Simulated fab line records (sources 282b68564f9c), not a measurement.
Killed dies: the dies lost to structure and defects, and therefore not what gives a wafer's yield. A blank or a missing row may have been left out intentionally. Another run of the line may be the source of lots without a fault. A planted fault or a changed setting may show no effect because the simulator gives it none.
fab line records | flow rit-cmos
record: lots: 13 wafers: 39 last-day: 5
route steps=202 shown M1@190
lots with no fault: from the same line, run without faults
start-h: the number of hours between the record's first day and the start of the first shown wafer of the lot | wait-h: hours elapsed since this lot's preceding step | " the same as in the row above | L1.1+2: a single row standing in for several wafers | - no value, or no start was given | * or withheld: withheld | < > ~ a bound
route shown NAME@n: a module of which the file shows steps, and the number in the route of the first | usual: mean/standard deviation of fault-free wafers | same: alike in all rows | chamber/n: place in a boat | sites: readings site by site | _std_site: their standard deviation | _edge_site: the outer-site mean with the inner-site mean subtracted | radius-mm: how far each site lies from the wafer's centre | mask NAME#n: copy n | behind: tool/chamber where the wafer was last shaped | hold: what put the lot on hold/how long, in hours/how the hold closed | device: which transistor (n, p or np) failed to switch | end of line: the same wafers' tests at the end of the route | step lacking rows: just its recipe | killed: dies lost to structure and defects at the first sort, not the wafer's yield | map: the dies of a wafer, with x for killed, . for not killed, _ for no die there
set.NAME: the setting that was run; set.NAME@STEP: the one run at that earlier step | model.NAME: the simulator's own value behind a step, which no gauge read
steps of the route over a sample of lots; a table a step, a row a wafer
services: when a tool's chamber went out of use (start-h, in hours from the record's first day, below 0 if earlier), for how many hours, and the reason
== steps ==
step: RIT_M1_EXPOSE_06
recipe: mask-id: M12 na: 0.6 source-shape: conventional sigma-outer: 0.5 target-cd-nm: 2600 dose-mj: 250
usual: reticle-temp-C: 23.00/0.11
columns lot.wafer tool chamber start-h wait-h mask reticle-temp-C
L972.3 iline-stepper-02 0 59.54 0.1 M12#0 23.13
L972.4 " 0 " " M12#0 22.97
L972.5 " 0 " " M12#0 23.15
L973.2 iline-stepper-01 0 61.47 0.2 M12#0 23.03
L973.4 " 0 " " M12#0 23.00
L973.6 " 0 " " M12#0 22.95
L974.1 iline-stepper-02 0 69.76 0.2 M12#0 23.14
L974.2 " 0 " " M12#0 22.96
L974.4 " 0 " " M12#0 23.03
L975.3 iline-stepper-01 0 71.36 0.2 M12#0 22.92
L975.4 " 0 " " M12#0 22.87
L975.5 " 0 " " M12#0 22.94
L976.1 iline-stepper-01 0 78.13 0.1 M12#0 22.94
L976.3 " 0 " " M12#0 22.69
L976.6 " 0 " " M12#0 22.76
L977.4 iline-stepper-02 0 80.05 0.2 M12#0 23.14
L977.5 " 0 " " M12#0 23.11
L977.6 " 0 " " M12#0 23.06
L978.1 iline-stepper-02 0 84.46 0.1 M12#0 22.88
L978.4 " 0 " " M12#0 23.06
L978.5 " 0 " " M12#0 23.05
L979.1 iline-stepper-02 0 87.97 0.1 M12#0 23.06
L979.4 " 0 " " M12#0 23.02
L979.6 " 0 " " M12#0 23.05
L980.1 iline-stepper-01 0 94.48 0.2 M12#0 23.10
L980.4 " 0 " " M12#0 23.05
L980.5 " 0 " " M12#0 23.00
L981.2 iline-stepper-02 0 99.03 0.2 M12#0 23.08
L981.5 " 0 " " M12#0 23.00
L981.6 " 0 " " M12#0 23.00
L982.1 iline-stepper-01 0 104.16 0.2 M12#0 22.98
L982.2 " 0 " " M12#0 23.07
L982.6 " 0 " " M12#0 23.09
L983.1 iline-stepper-01 0 108.34 0.1 M12#0 22.85
L983.5 " 0 " " M12#0 23.09
L983.6 " 0 " " M12#0 23.08
L986.2 iline-stepper-01 0 124.34 0.2 M12_R1#0 22.90
L986.4 " 0 " " M12_R1#0 22.87
L986.5 " 0 " " M12_R1#0 22.92
step: RIT_M1_CD_MEAS_09
recipe: target-cd-nm: 2600
usual: cd-nm: 2599.6/2.1
columns lot.wafer tool chamber start-h wait-h cd-nm
L972.3 cd-sem-02 - 60.08 - 2600.8
L972.4 " - " " 2598.1
L972.5 " - " " 2598.6
L973.2 cd-sem-01 - 61.90 - 2600.3
L973.4 " - " " 2601.1
L973.6 " - " " 2601.0
L974.1 cd-sem-01 - 70.19 - 2599.3
L974.2 " - " " 2599.2
L974.4 " - " " 2598.0
L975.3 cd-sem-01 - 71.79 - 2598.7
L975.4 " - " " 2598.2
L975.5 " - " " 2599.4
L976.1 cd-sem-01 - 78.56 - 2600.8
L976.3 " - " " 2604.3
L976.6 " - " " 2603.8
L977.4 cd-sem-01 - 80.49 - 2599.6
L977.5 " - " " 2600.6
L977.6 " - " " 2601.6
L978.1 cd-sem-01 - 84.89 - 2600.0
L978.4 " - " " 2597.0
L978.5 " - " " 2600.3
L979.1 cd-sem-01 - 88.40 - 2599.3
L979.4 " - " " 2599.2
L979.6 " - " " 2597.5
L980.1 cd-sem-02 - 94.91 - 2598.6
L980.4 " - " " 2598.2
L980.5 " - " " 2597.5
L981.2 cd-sem-01 - 99.46 - 2598.1
L981.5 " - " " 2596.2
L981.6 " - " " 2596.9
L982.1 cd-sem-02 - 104.59 - 2604.2
L982.2 " - " " 2603.0
L982.6 " - " " 2600.6
L983.1 cd-sem-01 - 108.77 - 2600.2
L983.5 " - " " 2600.4
L983.6 " - " " 2599.8
L986.2 cd-sem-01 - 125.08 - 2248.3
L986.4 " - " " 2248.3
L986.5 " - " " 2250.4
step: RIT_M1_PROBE_99
usual: defect-limited-yield: 97.3/1.1 killed_at_M0_to_M3: 0.0/0.083 killed-at-contacts: 0.1/0.24 killed-at-front-end: 7.1/2.8 killed-dies: 7.2/2.8 killed-open: 3.6/2.1 killed-short: 3.6/1.9 sort_bin_3_pad_short: 0.2/0.25 sort_bin_5_function: 1.6/0.78 sort_bin_6_memory: 1.0/0.65 sort-n-pass: 256.8/2.8 sort-yield-pct: 97.3/1.1
same: gross-dies: 264 killed_at_M4_up: 0 killed-at-back-side: 0 killed-at-other: 0
columns lot.wafer tool chamber start-h wait-h defect-limited-yield[%] killed_at_M0_to_M3 killed-at-contacts killed-at-front-end killed-dies killed-open killed-short sort_bin_3_pad_short[%] sort_bin_5_function[%] sort_bin_6_memory[%] sort-n-pass sort-yield-pct[%]
L972.3 prober-01 - 62.80 0.2 97.7 0 0 6 6 3 3 0 1.1 1.1 258.0 97.7
L972.4 prober-01 - 62.85 0.2 95.8 0 0 11 11 3 8 0.4 2.7 1.1 253.0 95.8
L972.5 prober-01 - 62.90 0.2 97.7 0 0 6 6 4 2 0.4 1.5 0.4 258.0 97.7
L973.2 prober-02 - 65.49 0.1 97.3 0 0 7 7 4 3 0 1.5 1.1 257.0 97.3
L973.4 prober-02 - 65.59 0.2 96.2 0 0 10 10 5 5 0 1.9 1.9 254.0 96.2
L973.6 prober-02 - 65.69 0.2 96.6 0 0 9 9 2 7 0 2.7 0.8 255.0 96.6
L974.1 prober-01 - 72.85 0.1 95.5 0 0 12 12 5 7 0.4 2.3 1.9 252.0 95.5
L974.2 prober-01 - 72.90 0.1 96.2 0 0 10 10 6 4 0 3.0 0.8 254.0 96.2
L974.4 prober-01 - 73.00 0.2 97.3 0 0 7 7 2 5 0 1.1 1.5 257.0 97.3
L975.3 prober-02 - 74.70 0.2 98.1 0 0 5 5 2 3 0.4 1.5 0 259.0 98.1
L975.4 prober-02 - 74.75 0.2 97.3 0 1 6 7 3 4 0 1.9 0.8 257.0 97.3
L975.5 prober-02 - 74.80 0.2 97.0 0 0 8 8 6 2 0 1.9 1.1 256.0 97.0
L976.1 prober-01 - 81.22 0.1 96.6 0 0 9 9 4 5 0 2.3 1.1 255.0 96.6
L976.3 prober-01 - 81.32 0.2 97.7 0 0 6 6 2 4 0 1.5 0.8 258.0 97.7
L976.6 prober-01 - 81.47 0.2 98.1 0 0 5 5 5 0 0 0.4 1.5 259.0 98.1
L977.4 prober-02 - 83.31 0.2 95.8 0 0 11 11 9 2 0 1.9 2.3 253.0 95.8
L977.5 prober-02 - 83.36 0.2 98.9 0 1 2 3 2 1 0 0.8 0.4 261.0 98.9
L977.6 prober-02 - 83.41 0.2 98.9 0 0 3 3 3 0 0 0.4 0.8 261.0 98.9
L978.1 prober-01 - 87.56 0.1 98.5 0 0 4 4 2 2 0.4 0.4 0.8 260.0 98.5
L978.4 prober-01 - 87.71 0.2 97.7 0 0 6 6 3 3 0 1.1 1.1 258.0 97.7
L978.5 prober-01 - 87.76 0.2 98.5 0 0 4 4 2 2 0 1.1 0.4 260.0 98.5
L979.1 prober-02 - 91.06 0.1 96.6 0 0 9 9 3 6 0 1.1 2.3 255.0 96.6
L979.4 prober-02 - 91.21 0.2 98.1 0 0 5 5 3 2 0 1.9 0 259.0 98.1
L979.6 prober-02 - 91.31 0.2 97.0 0 1 7 8 5 3 0 1.5 1.5 256.0 97.0
L980.1 prober-01 - 97.79 0.1 95.5 0 0 12 12 6 6 0.4 1.5 2.7 252.0 95.5
L980.4 prober-01 - 97.94 0.2 97.7 0 0 6 6 4 2 0 1.1 1.1 258.0 97.7
L980.5 prober-01 - 97.99 0.2 95.1 0 0 13 13 7 6 0.8 1.5 2.7 251.0 95.1
L981.2 prober-02 - 102.15 0.1 98.9 0 0 3 3 1 2 0 1.1 0 261.0 98.9
L981.5 prober-02 - 102.30 0.2 98.1 0 0 5 5 0 5 0 1.1 0.8 259.0 98.1
L981.6 prober-02 - 102.35 0.2 97.3 0 0 7 7 4 3 0 1.1 1.5 257.0 97.3
L982.1 prober-02 - 107.36 0.1 96.6 0 0 9 9 3 6 0 1.5 1.9 255.0 96.6
L982.2 prober-02 - 107.41 0.1 99.2 0 0 2 2 2 0 0 0 0.8 262.0 99.2
L982.6 prober-02 - 107.61 0.2 99.2 0 0 2 2 0 2 0 0.8 0 262.0 99.2
L983.1 prober-01 - 111.43 0.1 97.7 0 0 6 6 3 3 0.4 1.9 0 258.0 97.7
L983.5 prober-01 - 111.63 0.2 98.5 0 0 4 4 1 3 0.4 0.4 0.8 260.0 98.5
L983.6 prober-01 - 111.68 0.2 98.1 0 0 5 5 2 3 0 1.1 0.8 259.0 98.1
L986.2 prober-02 - 127.86 0.1 83.0 31 0 14 45 7 7 0.4 15.5 1.1 219.0 83.0
L986.4 prober-02 - 127.96 0.2 87.1 25 0 9 34 3 6 0 12.1 0.8 230.0 87.1
L986.5 prober-02 - 128.01 0.2 83.7 31 0 12 43 7 5 0.4 14.8 1.1 221.0 83.7
killed by level:class
L972.3 SILICIDE:geometric-particle:open=2 FOX2:geometric-particle:short=1 GATE:geometric-particle:open=1 GATE:geometric-particle:short=1 REOX:geometric-particle:short=1
L972.4 GATE:geometric-particle:short=7 FOX1:geometric-particle:short=1 FOX1:geometric-particle:open=1 REOX:geometric-particle:open=1 SPACER:geometric-particle:open=1
L972.5 GATE:geometric-particle:open=3 SPACER:geometric-particle:short=2 FOX2:geometric-particle:open=1
L973.2 GATE:geometric-particle:open=2 REOX:geometric-particle:short=2 FOX1:geometric-particle:open=1 GATE:geometric-particle:short=1 REOX:geometric-particle:open=1
L973.4 GATE:geometric-particle:short=2 GATE:geometric-particle:open=2 FOX2:geometric-particle:short=1 FOX2:geometric-particle:open=1 REOX:geometric-particle:open=1 REOX:geometric-particle:short=1 SILICIDE:geometric-particle:open=1 SILICIDE:geometric-particle:short=1
L973.6 FOX1:geometric-particle:short=3 GATE:geometric-particle:open=2 GATE:geometric-particle:short=2 REOX:geometric-particle:short=2
L974.1 FOX1:geometric-particle:open=2 REOX:geometric-particle:short=2 SPACER:geometric-particle:short=2 SPACER:geometric-particle:open=2 FOX1:geometric-particle:short=1 FOX2:geometric-particle:short=1 GATE:geometric-particle:short=1 REOX:geometric-particle:open=1
L974.2 GATE:geometric-particle:open=3 REOX:geometric-particle:open=2 REOX:geometric-particle:short=2 FOX1:geometric-particle:short=1 SPACER:geometric-particle:open=1 SPACER:geometric-particle:short=1
L974.4 GATE:geometric-particle:short=3 FOX1:geometric-particle:short=1 REOX:geometric-particle:short=1 SPACER:geometric-particle:open=1 SILICIDE:geometric-particle:open=1
L975.3 FOX1:geometric-particle:short=2 SILICIDE:geometric-particle:open=2 SILICIDE:geometric-particle:short=1
L975.4 SPACER:geometric-particle:open=2 FOX1:geometric-particle:short=1 FOX1:geometric-particle:open=1 REOX:geometric-particle:short=1 SILICIDE:geometric-particle:short=1 CONTACT:geometric-particle:short=1
L975.5 SILICIDE:geometric-particle:open=3 GATE:geometric-particle:open=2 GATE:geometric-particle:short=1 REOX:geometric-particle:short=1 SPACER:geometric-particle:open=1
L976.1 SPACER:geometric-particle:short=2 SILICIDE:geometric-particle:open=2 FOX1:geometric-particle:open=1 FOX2:geometric-particle:short=1 GATE:geometric-particle:short=1 REOX:geometric-particle:open=1 SILICIDE:geometric-particle:short=1
L976.3 FOX2:geometric-particle:short=1 GATE:geometric-particle:short=1 SPACER:geometric-particle:open=1 SPACER:geometric-particle:short=1 SILICIDE:geometric-particle:short=1 SILICIDE:geometric-particle:open=1
L976.6 SPACER:geometric-particle:open=4 FOX1:geometric-particle:open=1
L977.4 GATE:geometric-particle:open=5 REOX:geometric-particle:open=2 FOX1:geometric-particle:open=1 GATE:geometric-particle:short=1 REOX:geometric-particle:short=1 SPACER:geometric-particle:open=1
L977.5 FOX2:geometric-particle:short=1 GATE:geometric-particle:open=1 CONTACT:geometric-particle:open=1
L977.6 REOX:geometric-particle:open=2 SILICIDE:geometric-particle:open=1
L978.1 FOX1:geometric-particle:open=1 GATE:geometric-particle:short=1 REOX:geometric-particle:open=1 REOX:geometric-particle:short=1
L978.4 FOX2:geometric-particle:short=2 GATE:geometric-particle:open=2 GATE:geometric-particle:short=1 SPACER:geometric-particle:open=1
L978.5 FOX2:geometric-particle:open=1 GATE:geometric-particle:short=1 REOX:geometric-particle:short=1 SILICIDE:geometric-particle:open=1
L979.1 SPACER:geometric-particle:short=3 FOX1:geometric-particle:short=2 GATE:geometric-particle:open=1 SPACER:geometric-particle:open=1 SILICIDE:geometric-particle:open=1 SILICIDE:geometric-particle:short=1
L979.4 GATE:geometric-particle:short=2 FOX1:geometric-particle:open=1 GATE:geometric-particle:open=1 SPACER:geometric-particle:open=1
L979.6 FOX1:geometric-particle:short=2 SILICIDE:geometric-particle:open=2 FOX1:geometric-particle:open=1 GATE:geometric-particle:open=1 SPACER:geometric-particle:short=1 CONTACT:geometric-particle:open=1
L980.1 GATE:geometric-particle:open=3 FOX2:geometric-particle:open=2 SPACER:geometric-particle:short=2 FOX1:geometric-particle:short=1 FOX2:geometric-particle:short=1 GATE:geometric-particle:short=1 REOX:geometric-particle:short=1 SPACER:geometric-particle:open=1
L980.4 SILICIDE:geometric-particle:open=2 GATE:geometric-particle:short=1 REOX:geometric-particle:open=1 REOX:geometric-particle:short=1 SPACER:geometric-particle:open=1
L980.5 GATE:geometric-particle:open=3 FOX1:geometric-particle:short=2 SPACER:geometric-particle:short=2 FOX1:geometric-particle:open=1 FOX2:geometric-particle:open=1 GATE:geometric-particle:short=1 REOX:geometric-particle:short=1 SPACER:geometric-particle:open=1
L981.2 FOX1:geometric-particle:open=1 FOX1:geometric-particle:short=1 GATE:geometric-particle:short=1
L981.5 GATE:geometric-particle:short=2 FOX1:geometric-particle:short=1 SPACER:geometric-particle:short=1 SILICIDE:geometric-particle:short=1
L981.6 GATE:geometric-particle:short=2 SILICIDE:geometric-particle:open=2 GATE:geometric-particle:open=1 SPACER:geometric-particle:open=1 SPACER:geometric-particle:short=1
L982.1 SILICIDE:geometric-particle:short=3 FOX2:geometric-particle:short=1 GATE:geometric-particle:open=1 REOX:geometric-particle:short=1 REOX:geometric-particle:open=1 SPACER:geometric-particle:short=1 SILICIDE:geometric-particle:open=1
L982.2 REOX:geometric-particle:open=1 SILICIDE:geometric-particle:open=1
L982.6 FOX1:geometric-particle:short=1 SPACER:geometric-particle:short=1
L983.1 FOX1:geometric-particle:open=2 FOX1:geometric-particle:short=2 GATE:geometric-particle:short=1 SPACER:geometric-particle:open=1
L983.5 FOX1:geometric-particle:short=1 REOX:geometric-particle:short=1 SPACER:geometric-particle:open=1 SILICIDE:geometric-particle:short=1
L983.6 GATE:geometric-particle:short=3 FOX1:geometric-particle:open=2
L986.2 M1:area-expose=31 FOX1:geometric-particle:open=3 FOX1:geometric-particle:short=3 REOX:geometric-particle:short=3 SILICIDE:geometric-particle:open=2 FOX2:geometric-particle:open=1 REOX:geometric-particle:open=1 SILICIDE:geometric-particle:short=1
L986.4 M1:area-expose=25 FOX1:geometric-particle:short=2 GATE:geometric-particle:short=2 FOX2:geometric-particle:open=1 REOX:geometric-particle:open=1 REOX:geometric-particle:short=1 SPACER:geometric-particle:short=1 SILICIDE:geometric-particle:open=1
L986.5 M1:area-expose=31 GATE:geometric-particle:open=4 GATE:geometric-particle:short=4 FOX1:geometric-particle:open=2 REOX:geometric-particle:short=1 SILICIDE:geometric-particle:open=1
== services ==
columns tool chamber start-h hours kind
iline-stepper-02 - 39.99 1.7 pm
iline-stepper-01 - 57.26 2.1 pm
iline-stepper-01 - 59.34 - consumable-replace:lamp
== key ==
first-sign: step: RIT_M1_EXPOSE_06 reading: mask direction: changed
effect: step: RIT_M1_CD_MEAS_09 reading: cd-nm direction: down sigmas: 99+ usual: 2599.6 struck: 2249.0
effect: step: RIT_M1_PROBE_99 reading: killed_at_M0_to_M3 direction: up sigmas: 29 usual: 0.0 struck: 29
more-kills-born-at: RIT_M1_EXPOSE_06@iline-stepper-01: 87
met-at RIT_M1_EXPOSE_06
struck-lots L986
onset-between 108.34 124.34
fault: kind: wrong-mask tool: any chamber: - onset-h: 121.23 steps: RIT_M1_EXPOSE_06 aux-copy: M12_R1#0 cd-offset-nm: -350 scope: struck-lots-only
